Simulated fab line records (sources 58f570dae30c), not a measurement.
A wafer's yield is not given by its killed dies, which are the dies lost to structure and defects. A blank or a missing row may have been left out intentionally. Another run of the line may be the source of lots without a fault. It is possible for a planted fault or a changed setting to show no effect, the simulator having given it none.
Struck lot and sound lot, side by side	flow berkeley cmos170	14 out of 331 route steps
Sound: these wafers, L896.1, L896.5, L896.6. Wafers L891.2, L891.4, L891.6 were the ones struck. The cause is given at the end.
Order at every step that has rows: each side's tool, ch and its chambers, its first start. Under that, the readings that differ: sound wafers	struck wafers	difference of the means	sigmas: that difference in standard deviations of wafers without a fault.
alike: same words and numbers on both sides, and readings whose means sit less than 2 such deviations apart. not compared: any withheld reading, any reading some wafer has no value for, any bound like >300 that may hide the same value, and any number with overlapping values for which the record gives no deviation.
Wherever a step has rows on one side only, a row that says differs or no value, or a row with sigmas, the two part there. Numbers that don't overlap but have no deviation are shown without sigmas and don't part them. A reading missing from all wafers of one side parts the sides only when that side holds two or more wafers.

UCB170_GATE_CD_MEAS_12 targets a cd of 350 nm.
  sound: cd sem-01 at day 9 22:23; struck: cd sem-01 at day 8 15:08
reading	sound	struck	difference	sigmas
cd nm (nm)	350.9 351.6 351.2	348.8 348.4 348.3	-2.7	-2
UCB170_GATE_OVL_MEAS_13:
  sound: overlay-02 at day 9 22:30; struck: overlay-01 at day 8 15:15
reading	sound	struck	difference	sigmas
GATE_OVL (nm)	13 8 2	-13 -14 -2	-17	-3
UCB170_GATE_ETCH_14: etches BARC in N2/H2.
  sound on rie diel-01 ch 2,3, day 9 22:32; struck on rie diel-01 ch 0,1,2, day 8 15:17
  alike: drypump motor current A, n2 flow sccm, oes product au, throttle valve pct
UCB170_GATE_ETCH_15: etches poly-Si in HBr/Cl2, stops on SiO2, time 56.3 s, target depth 278.2 nm.
  sound on rie si-01 ch 0,1,2, day 9 22:35; struck on rie si-02 ch 0,3, day 8 15:19
  alike: drypump motor current A, oes product au, throttle valve pct
  not compared: rf hours counter h
UCB170_GATE_STRIP_16: strips in O2.
  sound on plasma asher-04 ch 0,1, day 9 22:38; struck on plasma asher-04 ch 0,1, day 8 15:22
  alike: drypump motor current A, oes product au
  not compared: rf hours counter h
UCB170_GATE_CD_MEAS_90 targets a cd of 350 nm.
  sound: cd sem-02 at day 9 22:47; struck: cd sem-02 at day 8 15:32
reading	sound	struck	difference	sigmas
cd nm (nm)	350.4 351.5 351.0	348.6 348.3 347.9	-2.7	-2
then, 6 steps without rows for these wafers: UCB170_GATE_CLEAN_17 (cleans in SPM, time 600 s); UCB170_PLDD_HMDS_00 (prime time 60 s); UCB170_PLDD_COAT_01 (resist thk 900 nm); UCB170_PLDD_SOFTBAKE_02 (time 60 s); UCB170_PLDD_EXPOSE_03 (exposes mask PSELECT, target cd 1200 nm); UCB170_PLDD_PEB_04.
UCB170_PLDD_DEVELOP_05: develop time 45 s.
  sound on litho track-04 ch 0, day 10 00:00; struck on litho track-04, day 8 17:00
  no value came back on the struck wafers for chill plate temp C (C), develop time s (s); on the sound wafers chill plate temp C (C) reads 22.97 22.93 23.00
reading	sound	struck	difference	sigmas
model.KrF_of_PLDD_COAT_01.thk nm (nm)	886.1 887.1 888.1	897.8 897.3 899.6	+11.1	
UCB170_PLDD_CD_MEAS_06 targets a cd of 1200 nm.
  sound: cd sem-01 at day 10 00:37; struck: cd sem-02 at day 8 17:25
reading	sound	struck	difference	sigmas
cd nm (nm)	1198.1 1198.8 1199.6	- - -	no value on the struck wafers	

WHERE THEY PART
At UCB170_GATE_CD_MEAS_12 first; at UCB170_PLDD_CD_MEAS_06 last (within this record only).

WHY: what had been put in by the simulator
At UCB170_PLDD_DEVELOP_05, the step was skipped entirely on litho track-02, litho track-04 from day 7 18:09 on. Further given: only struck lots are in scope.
